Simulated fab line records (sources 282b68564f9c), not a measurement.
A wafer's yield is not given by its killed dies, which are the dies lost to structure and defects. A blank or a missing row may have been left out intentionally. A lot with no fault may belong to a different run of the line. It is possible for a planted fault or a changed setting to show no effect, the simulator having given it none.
Struck lot and sound lot, side by side ; flow rit cmos ; 32 steps out of a route of 202
Sound: wafers L573.1, L573.2, L573.6. Struck: wafers L584.1, L584.5, L584.6. Last of all comes the cause.
Per side, at each step with rows, come the tool, then ch with its chambers, and then its first start. Under that, the readings that differ: sound wafers ; struck wafers ; difference of the means ; sigmas: that difference in standard deviations of wafers without a fault.
alike: readings with means less than 2 such deviations apart, plus words and numbers identical on both sides. not compared: withheld readings, readings lacking a value on some wafer, bounds such as >300 that could conceal the same value, and numbers that have no deviation in the record and whose values overlap.
The two part at a step that has a row with sigmas, a row that says differs or no value, or rows on one side only. Numbers that don't overlap but have no deviation are shown without sigmas and don't part them. Lack of a reading on every wafer of one side parts them only where that side has two or more wafers.

first, 2 steps without rows for these wafers: RIT_SPACER_CLEAN_02 (cleans in SC2, time 600 s); RIT_SPACER_CVD_03 (deposits Si3N4 from SiH2Cl2/NH3, target thk 250 nm, time 3300 s).
RIT_SPACER_THK_MEAS_04:
  sound on film metro-02 at day 3 17:11; struck on film metro-04 at day 6 01:55
  alike: SPACER_NITRIDE_THK
RIT_SPACER_ETCHBACK_05: etches Si3N4 in SF6/CHF3, stops on SiO2, target depth 250 nm, time 240 s.
  sound on rie diel-01 ch 0,2,3, day 3 17:14; struck on rie diel-01 ch 0,1,2, day 6 01:59
  alike: drypump motor current A, oes product au, throttle valve pct
  not compared: rf hours counter h
then, 6 steps without rows for these wafers: RIT_NSD_HMDS_00 (prime time 60 s); RIT_NSD_COAT_01 (resist thk 1000 nm); RIT_NSD_SOFTBAKE_02 (time 60 s); RIT_NSD_EXPOSE_03 (exposes mask M9, target cd 40700 nm); RIT_NSD_PEB_04; RIT_NSD_DEVELOP_05 (develop time 50 s).
RIT_NSD_OVL_MEAS_06:
  sound on overlay-01 at day 3 18:22; struck on overlay-01 at day 6 02:59
reading;sound;struck;difference;sigmas
NSD_OVL (nm);3.3 5.0 2.4;1.8 -1.0 0.4;-3.2;-2
then, 1 step without rows for these wafers: RIT_NSD_HARDBAKE_07 (time 60 s).
RIT_NSD_IMPLANT_08:
  sound on implanter-01 ch 0, day 3 18:33; struck on implanter-01 ch 0, day 6 03:10
reading;sound;struck;difference;sigmas
beam on s (s);10.08 10.39 9.91;14.29 14.61 14.49;+4.34;+20
faraday current uA;3114 3001 3173;2187 2145 2158;-933;-14
RIT_NSD_STRIP_09: strips in O2, time 180 s.
  sound on plasma asher-02 ch 0,1, day 3 18:42; struck on plasma asher-02 ch 0,1, day 6 03:19
  alike: drypump motor current A, o2 flow sccm
  not compared: rf hours counter h
RIT_NSD_TW_MEAS_10:
  sound on film metro-03 at day 3 18:53; struck on film metro-04 at day 6 03:43
reading;sound;struck;difference;sigmas
NSD_TW;3096 3113 3095;3348 3326 3323;+231;+12
  not compared: hold
then, 5 steps without rows for these wafers: RIT_PSD_COAT_01 (resist thk 1000 nm); RIT_PSD_SOFTBAKE_02 (time 60 s); RIT_PSD_EXPOSE_03 (exposes mask M10, target cd 40900 nm); RIT_PSD_PEB_04; RIT_PSD_DEVELOP_05 (develop time 50 s).
RIT_PSD_OVL_MEAS_06:
  sound on overlay-01 at day 3 20:07; struck on overlay-02 at day 6 12:18
  alike: PSD_OVL
then, 2 steps without rows for these wafers: RIT_PSD_HARDBAKE_07 (time 60 s); RIT_PSD_IMPLANT_08.
RIT_PSD_STRIP_09: strips in O2, time 180 s.
  sound on plasma asher-04 ch 0,1, day 3 20:27; struck on plasma asher-04 ch 0,1, day 6 12:41
  alike: drypump motor current A, o2 flow sccm
  not compared: rf hours counter h
RIT_PSD_TW_MEAS_10:
  sound on film metro-04 at day 3 20:37; struck on film metro-04 at day 6 12:52
reading;sound;struck;difference;sigmas
PSD_TW;3363 3368 3359;3417 3409 3402;+46;+2
then, 3 steps without rows for these wafers: RIT_SDANNEAL_CLEAN_00 (cleans in SC1, time 600 s); RIT_SDANNEAL_CLEAN_01 (cleans in dHF, time 30 s); RIT_SDANNEAL_CLEAN_02 (cleans in SC2, time 600 s).
RIT_SDANNEAL_RTA_03: time 5.174 s.
  sound on rtp anneal-02 ch 0, day 3 21:03; struck on rtp anneal-02 ch 0, day 6 13:20
  alike: wafer_temp_C_max
RIT_SDANNEAL_RS_MEAS_04: measurement is done with a four-point probe.
  sound on film metro-03 at day 3 21:07; struck on film metro-03 at day 6 13:23
  alike: PSD_RS
RIT_SDANNEAL_RS_MEAS_05: measurement is done with a four-point probe.
  sound on film metro-03 at day 3 21:14; struck on film metro-03 at day 6 13:53
reading;sound;struck;difference;sigmas
NSD_RS (ohm/sq);84.21 84.24 84.26;64.21 64.29 64.15;-20.02;-71
  not compared: hold
RIT_M1_PROBE_99:
  rows exist in the record for the sound wafers here (prober-01, day 4 05:54), none for the struck ones

## WHERE THEY PART
Earliest at RIT_NSD_OVL_MEAS_06; latest, in this record, at RIT_M1_PROBE_99.

WHY: what had been put in by the simulator
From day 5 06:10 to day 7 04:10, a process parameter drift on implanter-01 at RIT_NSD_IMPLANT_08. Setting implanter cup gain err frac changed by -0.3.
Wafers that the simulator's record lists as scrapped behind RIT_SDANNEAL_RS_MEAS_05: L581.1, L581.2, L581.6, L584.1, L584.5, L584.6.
